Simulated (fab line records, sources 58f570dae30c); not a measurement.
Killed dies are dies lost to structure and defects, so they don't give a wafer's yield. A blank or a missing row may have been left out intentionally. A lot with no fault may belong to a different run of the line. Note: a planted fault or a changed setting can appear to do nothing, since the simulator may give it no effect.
Check of tool commonality -- flow berkeley cmos170 -- Sampled: 14 lots, 42 wafers

== WHY THIS WAS OPENED ==
At UCB170_CONTACT_THK_MEAS_02 the reading CONTACT_PSG_THK is flagged on 2 of 14 lots. No-fault wafers: 710 nm, standard deviation 7.8.
Rule: a lot gets a flag if all its wafers with a number sit over 4 standard deviations from that mean, or if no wafer of it has a number. All remaining lots are regarded as sound.

lot,measured,on,"CONTACT_PSG_THK (nm), wafer by wafer",flag
L699,day 7 06:06,film metro-04,711 710 705,
L698,day 7 06:07,film metro-02,716 713 714,
L702,day 7 21:26,film metro-04,710 703 703,
L701,day 7 23:13,film metro-04,719 718 721,
L705,day 8 02:15,film metro-04,461 453 448,FLAGGED
L704,day 8 04:02,film metro-03,439 448 442,FLAGGED
L706,day 9 01:51,film metro-04,719 718 716,
L707,day 9 01:52,film metro-02,708 707 710,
L712,day 9 15:58,film metro-04,705 701 704,
L713,day 9 17:45,film metro-03,710 713 707,
L715,day 10 15:02,film metro-04,714 714 711,
L721,day 11 06:24,film metro-03,706 700 701,
L719,day 11 06:44,film metro-04,727 722 723,
L720,day 11 08:11,film metro-02,714 724 721,
On average the flagged lots' numbers are 448 nm, which is -262 nm against the usual, or -34 standard deviations.

== TOOL THAT RAN EACH LOT ==
The record keeps 1 process step preceding the reading, out of 331 steps on the route. Read each cell as the tool, then ch plus the chambers that the sampled wafers visited, then the start.
lot,flag,UCB170_CONTACT_CVD_01
L699,,"lpcvd-01 ch 1, day 7 04:19"
L698,,"lpcvd-01 ch 0, day 7 04:19"
L702,,"lpcvd-01 ch 0, day 7 19:38"
L701,,"lpcvd-01 ch 1, day 7 21:25"
L705,FLAGGED,"lpcvd-01 ch 0, day 8 00:27"
L704,FLAGGED,"lpcvd-01 ch 0, day 8 02:14"
L706,,"lpcvd-02 ch 1, day 9 00:04"
L707,,"lpcvd-02 ch 1, day 9 00:04"
L712,,"lpcvd-02 ch 0, day 9 14:11"
L713,,"lpcvd-02 ch 0, day 9 15:58"
L715,,"lpcvd-02 ch 1, day 10 12:22"
L721,,"lpcvd-01 ch 1, day 11 04:37"
L719,,"lpcvd-02 ch 0, day 11 04:58"
L720,,"lpcvd-01 ch 1, day 11 06:24"
These steps, and what they do:
- UCB170_CONTACT_CVD_01: deposits PSG from SiH4/O2/PH3, target thk 700 nm, time 2820 s.
- UCB170_CONTACT_THK_MEAS_02

== FLAGGED OVER TOTAL, TOOL BY TOOL (the gauges that took the reading come last) ==
step,tool,lots run,flagged,share of the flagged lots,sound lots run after its first flagged lot
UCB170_CONTACT_CVD_01,lpcvd-01,8,2,all,"2 (L721,L720)"
UCB170_CONTACT_CVD_01,lpcvd-02,6,0,none,-
UCB170_CONTACT_THK_MEAS_02,film metro-02,3,0,none,-
UCB170_CONTACT_THK_MEAS_02,film metro-03,3,1,some,"2 (L713,L721)"
UCB170_CONTACT_THK_MEAS_02,film metro-04,8,1,some,"4 (L706,L712,L715,L719)"

== WHAT THE TABLE PERMITS ==
1 row of the table ran every flagged lot: lpcvd-01 at UCB170_CONTACT_CVD_01.
- lpcvd-01 at UCB170_CONTACT_CVD_01: 2 of its 8 lots flagged. Sound lots followed the first flagged one (L721, L720) on it, something a lasting fault affecting the whole tool could not allow.
No row of the table ran every flagged lot and no sound lot after the first.

== WHAT WAS PUT IN BY THE SIMULATOR ==
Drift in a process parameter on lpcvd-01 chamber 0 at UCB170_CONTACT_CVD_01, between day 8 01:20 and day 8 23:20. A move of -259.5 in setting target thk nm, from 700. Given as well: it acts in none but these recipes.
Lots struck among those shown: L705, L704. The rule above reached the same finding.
